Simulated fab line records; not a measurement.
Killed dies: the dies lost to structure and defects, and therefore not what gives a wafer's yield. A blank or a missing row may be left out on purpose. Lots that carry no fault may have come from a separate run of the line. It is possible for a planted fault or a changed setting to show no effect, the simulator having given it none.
fab line records | flow berkeley_cmos170
record: lots: 5 wafers: 15 last_day: 13
route steps=331 shown NWELL@22 PWELL@34
lots that met no fault: from a run of the same line without faults
start_h: hours from the record's first day to the start of the lot's first wafer shown | wait_h: hours since the lot's step before | " the same as in the row above | L1.1+2: several wafers, shown together as one row | - no value, or no start was given | * or withheld: withheld | < > ~ a bound
route shown NAME@n: names a module that has steps shown in the file, with the first one's number in the route | usual: mean/standard deviation taken from wafers without a fault | same: alike in all rows | chamber/n: place in a boat | sites: the reading at each site | _std_site: their standard deviation | _edge_site: outer sites' mean less inner sites' | radius_mm: for every site, how far away it sits from the centre of the wafer | mask NAME#n: copy n | behind: the most recent tool/chamber to have shaped the wafer | hold: why the lot was held/for how many hours/how that ended | device: whichever transistor did not switch (one of n, p or np) | end of line: the same wafers' tests at the end of the route | where a step has no rows: the recipe by itself | killed: dies lost to structure and defects at the first sort, not the wafer's yield | map: shows each die of a wafer: x if killed, . if not, _ if none is there
set.NAME: the setting as run; set.NAME@STEP: as run at that earlier step | model.NAME: the simulator's own value behind a step, which no gauge read
certain route steps with their lots: each step a table, each wafer a row
services: a tool's chamber out of use, with start hour (start_h, from the record's first day; less than 0 if before it), hours out, and reason
== steps ==
step: UCB170_NWELL_SOFTBAKE_08
recipe: resist: KrF temp_c: 130 time_s: 60
columns lot.wafer tool chamber start_h wait_h
L078.1+3+4 litho_track-03 0 55.36 0.1
L080.4+5+6 litho_track-01 0 69.32 0.1
L087.3+4+6 litho_track-02 0 101.28 0.1
L092.1+2+3 litho_track-02 0 126.51 0.1
L095.1+5+6 litho_track-03 0 149.04 0.1
step: UCB170_NWELL_EXPOSE_09
recipe: mask_id: NWELL target_cd_nm: 3000 na: 0.5 sigma_outer: 0.6 source_shape: conventional dose_mj: 25
same: na: 0.5
columns lot.wafer tool chamber start_h wait_h mask
L078.1+3+4 krf_scanner-01 0 55.63 0.2 NWELL#0
L080.4+5+6 krf_scanner-02 0 69.65 0.3 NWELL#0
L087.3+4+6 krf_scanner-02 0 101.59 0.3 NWELL#0
L092.1+2+3 krf_scanner-02 0 126.66 0.1 NWELL#0
L095.1+5+6 krf_scanner-01 0 149.32 0.2 NWELL#0
step: UCB170_NWELL_PEB_10
recipe: peb_temp_c: 130 peb_time_s: withheld resist: KrF
columns lot.wafer tool chamber start_h wait_h
L078.1+3+4 litho_track-03 0 55.78 0.1
L080.4+5+6 litho_track-01 0 70.02 0.4
L087.3+4+6 litho_track-03 0 101.77 0.2
L092.1+2+3 litho_track-01 0 126.99 0.3
L095.1+5+6 litho_track-02 0 149.44 0.1
step: UCB170_NWELL_DEVELOP_11
recipe: developer: TMAH develop_time_s: 45 resist: KrF dev_temp_c: 21
usual: developer_temp_C: 20.99/0.1
columns lot.wafer tool chamber start_h wait_h developer_temp_C
L078.1 litho_track-03 0 - - 21.11
L078.3 " 0 " " 21.14
L078.4 " 0 " " 20.97
L080.4 litho_track-01 0 - - 21.19
L080.5 " 0 " " 21.28
L080.6 " 0 " " 21.14
L087.3 litho_track-03 0 - - 20.89
L087.4 " 0 " " 20.82
L087.6 " 0 " " 20.91
L092.1 litho_track-01 0 - - 21.06
L092.2 " 0 " " 21.09
L092.3 " 0 " " 20.97
L095.1 litho_track-02 0 - - 21.01
L095.5 " 0 " " 21.04
L095.6 " 0 " " 20.98
step: UCB170_NWELL_OVL_MEAS_12
usual: NWELL_OVL: -6/5
columns lot.wafer tool chamber start_h wait_h NWELL_OVL[nm]
L078.1 overlay-02 - 56.06 - -4
L078.3 " - " " -3
L078.4 " - " " -5
L080.4 overlay-01 - 70.24 - -3
L080.5 " - " " -9
L080.6 " - " " -4
L087.3 overlay-01 - 102.01 - -7
L087.4 " - " " -2
L087.6 " - " " 3
L092.1 overlay-01 - 127.26 - -17
L092.2 " - " " -18
L092.3 " - " " -11
L095.1 overlay-02 - 149.71 - -7
L095.5 " - " " -4
L095.6 " - " " -11
step: UCB170_NWELL_ETCH_13
recipe: chemistry: CH3F/Ar/O2 target: Si3N4 stop_on: SiO2 CH3F_flow_sccm: 20 Ar_flow_sccm: 50 O2_flow_sccm: 7 pressure_mtorr: 50 rf_w: 450 target_depth_a: 2464 over_etch_frac: 0.1 time_s: 154
usual: CH3F_flow_sccm: 19.99/0.059 O2_flow_sccm: 7.002/0.019 drypump_motor_current_A: 5.8/0.53 oes_product_au: 0.941/0.015 throttle_valve_pct: 8.08/0.15
columns lot.wafer tool chamber start_h wait_h CH3F_flow_sccm O2_flow_sccm drypump_motor_current_A oes_product_au rf_hours_counter_h throttle_valve_pct
L078.1 rie_diel-03 2 56.09 0.0 20.07 7.025 4.8 0.938 26 8.30
L078.3 " 0 " " 19.95 7.004 6.7 0.947 167 8.16
L078.4 " 1 " " 20.03 7.004 5.2 0.956 150 8.09
L080.4 rie_diel-04 0 70.26 0.0 20.05 6.994 6.3 0.955 146 7.99
L080.5 " 1 " " 19.95 6.990 5.9 0.937 - 8.17
L080.6 " 0 " " 20.05 6.991 6.4 0.952 - 7.98
L087.3 rie_diel-01 1 102.03 0.0 20.03 6.978 5.8 0.938 43 8.25
L087.4 " 3 " " 19.99 7.018 5.7 0.916 128 8.14
L087.6 " 3 " " 20.03 7.026 5.7 0.921 - 8.17
L092.1 rie_diel-03 1 127.30 0.0 20.06 7.021 5.2 0.961 154 8.08
L092.2 " 2 " " 20.01 6.996 4.8 0.944 30 8.29
L092.3 " 3 " " 20.01 7.025 5.8 0.931 47 8.08
L095.1 rie_diel-01 1 149.75 0.0 19.95 7.006 5.8 0.935 45 8.28
L095.5 " 3 " " 19.96 6.995 5.7 0.908 - 8.17
L095.6 " 2 " " 20.05 7.007 5.5 0.921 - 7.78
step: UCB170_NWELL_IMPLANT_14
recipe: species: P dose_cm2: 1e+13 energy_kev: 150 tilt_deg: 7
columns lot.wafer tool chamber start_h wait_h
L078.1+3+4 implanter-02 0 56.20 0.1
L080.4+5+6 implanter-01 0 70.44 0.1
L087.3+4+6 implanter-03 0 102.18 0.1
L092.1+2+3 implanter-01 0 127.40 0.1
L095.1+5+6 implanter-03 0 149.85 0.1
step: UCB170_NWELL_STRIP_15
recipe: chemistry: O2 power_w: 400 pressure_mtorr: 3500 platen_temp_c: withheld o2_flow_sccm: 400 overash_fraction: 0.5
usual: drypump_motor_current_A: 5.7/0.35 oes_product_au: 0.721/0.0044 strip_time_to_endpoint_s: 18.02/0.089
columns lot.wafer tool chamber start_h wait_h drypump_motor_current_A oes_product_au rf_hours_counter_h strip_time_to_endpoint_s
L078.1 plasma_asher-04 0 56.35 0.1 5.4 0.723 26 17.98
L078.3 " 1 " " 5.6 0.731 - 18.10
L078.4 " 0 " " 5.4 0.726 - 18.01
L080.4 plasma_asher-01 0 70.54 0.1 6.1 0.721 - 17.93
L080.5 " 0 " " 6.1 0.723 - 17.95
L080.6 " 1 " " 6.0 0.715 - 18.02
L087.3 plasma_asher-01 0 102.32 0.1 6.1 0.719 - 18.03
L087.4 " 1 " " 6.0 0.726 - 18.06
L087.6 " 0 " " 6.1 0.721 - 18.02
L092.1 plasma_asher-01 0 127.55 0.1 6.1 0.717 38 17.99
L092.2 " 1 " " 6.0 0.724 38 17.90
L092.3 " 0 " " 6.1 0.720 - 17.90
L095.1 plasma_asher-01 0 150.00 0.1 6.1 0.720 40 17.94
L095.5 " 0 " " 6.1 0.726 - 17.97
L095.6 " 1 " " 6.0 0.722 - 18.00
step: UCB170_NWELL_TW_MEAS_16
usual: NWELL_TW: 1252/9
columns lot.wafer tool chamber start_h wait_h NWELL_TW
L078.1 film_metro-02 - 56.45 0.1 1252
L078.3 " - " " 1248
L078.4 " - " " 1247
L080.4 film_metro-01 - 70.64 0.1 1265
L080.5 " - " " 1266
L080.6 " - " " 1260
L087.3 film_metro-03 - 102.40 0.1 1260
L087.4 " - " " 1261
L087.6 " - " " 1254
L092.1 film_metro-01 - 127.65 0.1 1259
L092.2 " - " " 1260
L092.3 " - " " 1262
L095.1 film_metro-01 - 150.10 0.1 1253
L095.5 " - " " 1262
L095.6 " - " " 1255
step: UCB170_NWELL_CLEAN_17
recipe: chemistry: SPM temp_c: 120 time_s: 600
columns lot.wafer tool chamber start_h wait_h
L078.1+3+4 wet_bench-01 0 56.51 0.1
L080.4+5+6 wet_bench-04 0 70.67 0.0
L087.3+4+6 wet_bench-01 1 102.44 0.0
L092.1+2+3 wet_bench-04 2 127.71 0.1
L095.1+5+6 wet_bench-03 2 150.16 0.1
step: UCB170_NWELL_WET_ETCH_18
recipe: chemistry: H3PO4 target: Si3N4 temp_c: 160 time_s: 14400
columns lot.wafer tool chamber start_h wait_h
L078.1+3+4 wet_bench-04 0 56.68 0.0
L080.4+5+6 wet_bench-04 3 70.86 0.0
L087.3+4+6 wet_bench-01 3 102.63 0.0
L092.1+2+3 wet_bench-04 3 127.88 0.0
L095.1+5+6 wet_bench-04 2 150.33 0.0
step: UCB170_NWELL_WET_ETCH_19
recipe: chemistry: BOE dilution: 5:1 target: SiO2 temp_c: 25 time_s: 22
columns lot.wafer tool chamber start_h wait_h
L078.1+3+4 wet_bench-04 2 64.70 0.0
L080.4+5+6 wet_bench-01 3 75.23 0.0
L087.3+4+6 wet_bench-04 0 107.01 0.0
L092.1+2+3 wet_bench-04 0 131.89 0.0
L095.1+5+6 wet_bench-03 2 154.71 0.0
step: UCB170_PWELL_CLEAN_00
recipe: chemistry: SPM temp_c: 120 time_s: 600
columns lot.wafer tool chamber start_h wait_h
L078.1+3+4 wet_bench-04 3 64.71 0.0
L080.4+5+6 wet_bench-04 3 75.25 0.0
L087.3+4+6 wet_bench-01 2 107.02 0.0
L092.1+2+3 wet_bench-04 3 131.91 0.0
L095.1+5+6 wet_bench-04 0 154.72 0.0
== services ==
columns tool chamber start_h hours kind
rie_diel-04 3 32.40 3.1 repair
implanter-01 - 32.92 3.5 repair
implanter-01 - 44.32 3.2 repair
krf_scanner-02 - 49.18 0.8 pm
rie_diel-03 0 68.91 - clean
rie_diel-03 0 68.91 18.0 scheduled_down
rie_diel-03 0 68.91 18.0 vent_cycle
krf_scanner-02 - 74.89 0.8 pm
krf_scanner-02 0 85.98 - calibration
rie_diel-04 - 93.29 0.3 repair
krf_scanner-01 - 96.94 8.1 repair
rie_diel-03 0 103.39 17.9 repair
krf_scanner-01 - 110.76 1.0 repair
krf_scanner-01 - 115.30 1.3 pm
implanter-03 - 124.66 5.6 repair
rie_diel-04 1 130.13 8.2 repair
implanter-02 - 131.69 8.8 pm
rie_diel-04 - 136.17 0.4 repair
krf_scanner-01 0 138.54 - calibration
rie_diel-01 0 143.17 - clean
rie_diel-01 0 143.17 19.4 scheduled_down
implanter-02 - 143.82 2.2 repair
implanter-03 - 145.16 2.8 pm
rie_diel-04 - 152.37 0.6 repair
== key ==
fault none
